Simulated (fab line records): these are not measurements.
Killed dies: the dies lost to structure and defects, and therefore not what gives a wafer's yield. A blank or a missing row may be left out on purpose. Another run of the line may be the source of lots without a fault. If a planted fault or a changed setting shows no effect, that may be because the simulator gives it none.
What tool caused it? ; flow rit-cmos ; 14 lots with 42 wafers sampled at 3 steps, on a route of 202 steps

== WHAT THE GAUGES READ, wafer by wafer ==
RIT_NSD_TW_MEAS_10.
lot;measured;on;NSD_TW
L319;day 3 10:16;film-metro-03;3073 3072 3074
L321;day 3 20:57;film-metro-03;3087 3064 3078
L322;day 4 01:43;film-metro-01;3075 3086 3061
L323;day 4 04:38;film-metro-03;3102 3114 3104
L324;day 4 11:10;film-metro-03;3102 3101 3105
L325;day 4 16:18;film-metro-02;3056 3067 3059
L326;day 4 20:59;film-metro-02;3049 3033 3072
L328;day 5 06:18;film-metro-03;3084 3098 3079
L334;day 6 13:00;film-metro-03;30 30 30
L335;day 6 19:32;film-metro-02;30 30 30
L337;day 7 09:31;film-metro-03;3105 3124 3113
L338;day 7 12:06;film-metro-03;3127 3107 3099
L339;day 7 14:40;film-metro-01;3062 3051 3067
L340;day 7 21:10;film-metro-02;3067 3056 3046

RIT_SDANNEAL_RS_MEAS_05: the measuring method here is four-point-probe.
lot;measured;on;NSD_RS (ohm/sq)
L319;day 3 12:26;film-metro-02;85.42 85.70 85.65
L321;day 3 23:07;film-metro-01;85.43 85.44 85.42
L322;day 4 03:46;film-metro-03;85.40 85.24 85.44
L323;day 4 06:52;film-metro-02;85.34 85.23 85.29
L324;day 4 13:20;film-metro-03;85.04 84.94 84.97
L325;day 4 18:28;film-metro-01;85.19 85.51 84.96
L326;day 4 23:03;film-metro-03;85.42 85.54 85.01
L328;day 5 08:23;film-metro-02;84.84 84.90 85.27
L334;day 6 15:02;film-metro-02;133.17 133.11 133.22
L335;day 6 21:35;film-metro-03;132.76 133.10 132.83
L337;day 7 11:47;film-metro-02;85.47 85.68 85.64
L338;day 7 14:08;film-metro-03;85.02 85.13 85.20
L339;day 7 16:52;film-metro-02;85.22 85.33 85.46
L340;day 7 23:13;film-metro-03;85.37 85.53 85.19

== EACH LOT AND THE TOOL THAT RAN IT (in order: tool; ch and the chambers of the sampled wafers; start) ==
lot;RIT_NSD_IMPLANT_08
L319;implanter-03 ch 0, day 3 09:56
L321;implanter-03 ch 0, day 3 20:38
L322;implanter-01 ch 0, day 4 01:26
L323;implanter-01 ch 0, day 4 04:19
L324;implanter-01 ch 0, day 4 10:52
L325;implanter-01 ch 0, day 4 15:59
L326;implanter-03 ch 0, day 4 20:40
L328;implanter-01 ch 0, day 5 05:59
L334;implanter-03, day 6 12:41
L335;implanter-04, day 6 19:13
L337;implanter-01 ch 0, day 7 09:13
L338;implanter-03 ch 0, day 7 11:47
L339;implanter-04 ch 0, day 7 14:21
L340;implanter-03 ch 0, day 7 20:52
- RIT_NSD_IMPLANT_08

== WHAT THE TOOLS THEMSELVES READ (means of the sampled wafers that have a number; where no wafer has one, the mark that the record gives instead) ==
RIT_NSD_IMPLANT_08.
lot;tool;beam-energy-keV;beam-on-s (s)
L319;implanter-03;24.998;10.07
L321;implanter-03;24.993;10.06
L322;implanter-01;25.005;9.98
L323;implanter-01;25.004;10.05
L324;implanter-01;25.002;9.97
L325;implanter-01;24.997;9.98
L326;implanter-03;25.011;10.00
L328;implanter-01;24.992;9.89
L334;implanter-03;-;-
L335;implanter-04;-;-
L337;implanter-01;24.997;9.88
L338;implanter-03;24.994;9.91
L339;implanter-04;25.007;10.15
L340;implanter-03;25.004;9.94

== THE ANSWER, worked out from the rows above alone ==
Rule: what is usual is taken from the lots themselves. Put in order of their means at a reading, lots are off if they are a third of the lots or fewer, leave a main group of 4 or more, and stand apart from it by a gap of 3 or more times the standard deviation of the main group's means; of several such gaps the widest counts. If all means in a main group match to the digits the tables above print for the reading, that group is not used. Also off: a lot with no number at a reading for which 4 or more lots have one. The other lots that the step has rows for count as sound. First the gauges in route order, then the tools' own readings, where a lot's mean is used as printed above. At the first step where some lot is off, the reading lying furthest off is the one used; lots without a number count as furthest.
Off: L334, L335, seen at RIT_NSD_TW_MEAS_10 (NSD_TW). The main group: mean 3081, standard deviation 22.
If a tool, at a process step before that reading, ran all the lots that are off and no sound lot after the first of them, it fits. Not tried: the gauges at RIT_NSD_TW_MEAS_10; whatever is off there is also off at RIT_NSD_IMPLANT_08, on other tools, and gauge error can't account for it. None of those tried fits.

== WHAT HAD BEEN PUT IN BY THE SIMULATOR ==
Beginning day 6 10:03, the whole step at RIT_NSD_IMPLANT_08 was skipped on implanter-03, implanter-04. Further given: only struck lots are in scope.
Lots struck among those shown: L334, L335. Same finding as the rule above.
